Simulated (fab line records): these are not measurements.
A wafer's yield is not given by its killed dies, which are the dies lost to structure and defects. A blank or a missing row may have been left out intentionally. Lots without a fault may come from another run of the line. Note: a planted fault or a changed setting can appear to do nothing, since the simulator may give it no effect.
Struck lot and sound lot, side by side | flow rit cmos | 15 steps out of a route of 202
Sound: wafers L117.3, L117.4, L117.5. Struck: wafer L137.5 (left out: L137.4, L137.6 of the same lot, which were not struck); the cause appears at the end.
Per side, at each step with rows, come the tool, then ch with its chambers, and then its first start. Under that, the readings that differ: sound wafers | struck wafers | difference of the means | sigmas: that difference in standard deviations of wafers without a fault.
alike: readings with means less than 2 such deviations apart, plus words and numbers identical on both sides. not compared: withheld readings, readings lacking a value on some wafer, bounds such as >300 that could conceal the same value, and numbers that have no deviation in the record and whose values overlap.
Wherever a step has rows on one side only, a row that says differs or no value, or a row with sigmas, the two part there. When numbers do not overlap yet have no deviation, they are printed without sigmas and do not part them. Lack of a reading on every wafer of one side parts them only where that side has two or more wafers.

first, 1 step without rows for these wafers: RIT_NWELL_IMPLANT_08.
RIT_NWELL_STRIP_09: strips in O2, time 180 s.
  sound on plasma asher-03 ch 0,1, day 2 03:17; struck on plasma asher-02 ch 0, day 6 07:02
  alike: drypump motor current A, o2 flow sccm
  not compared: rf hours counter h
RIT_NWELL_TW_MEAS_10:
  sound: film metro-01 at day 2 03:25; struck: film metro-04 at day 6 07:11
  alike: NWELL_TW
then, 6 steps without rows for these wafers: RIT_PWELL_HMDS_00 (prime time 60 s); RIT_PWELL_COAT_01 (resist thk 1300 nm); RIT_PWELL_SOFTBAKE_02 (time 60 s); RIT_PWELL_EXPOSE_03 (exposes mask M3, target cd 43700 nm); RIT_PWELL_PEB_04; RIT_PWELL_DEVELOP_05 (develop time 68 s).
RIT_PWELL_OVL_MEAS_06:
  sound: overlay-01 at day 2 04:21; struck: overlay-01 at day 6 08:16
  alike: PWELL_OVL
then, 2 steps without rows for these wafers: RIT_PWELL_HARDBAKE_07 (time 120 s); RIT_PWELL_IMPLANT_08.
RIT_PWELL_STRIP_09: strips in O2, time 180 s.
  sound on plasma asher-01 ch 0,1, day 2 04:50; struck on plasma asher-03 ch 0, day 6 08:44
  reading             | sound          | struck | difference | sigmas
  o2 flow sccm (sccm) | 3988 3994 3985 | 4787   | +798       | +73
  alike: drypump motor current A
  not compared: rf hours counter h
RIT_PWELL_TW_MEAS_10:
  sound: film metro-04 at day 2 04:58; struck: film metro-04 at day 6 08:53
  reading  | sound       | struck | difference | sigmas
  PWELL_TW | 952 948 947 | 963    | +14        | +2
RIT_M1_PROBE_99:
  the record has rows for the sound wafers here (prober-02, day 3 15:43) and none for the struck ones

WHERE THEY PART
Earliest at RIT_PWELL_STRIP_09; latest, in this record, at RIT_M1_PROBE_99.

WHY: whatever the simulator had introduced
plasma asher-03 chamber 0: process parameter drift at RIT_PWELL_STRIP_09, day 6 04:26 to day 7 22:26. A move of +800 in setting o2 flow sccm, from 4000. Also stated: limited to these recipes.
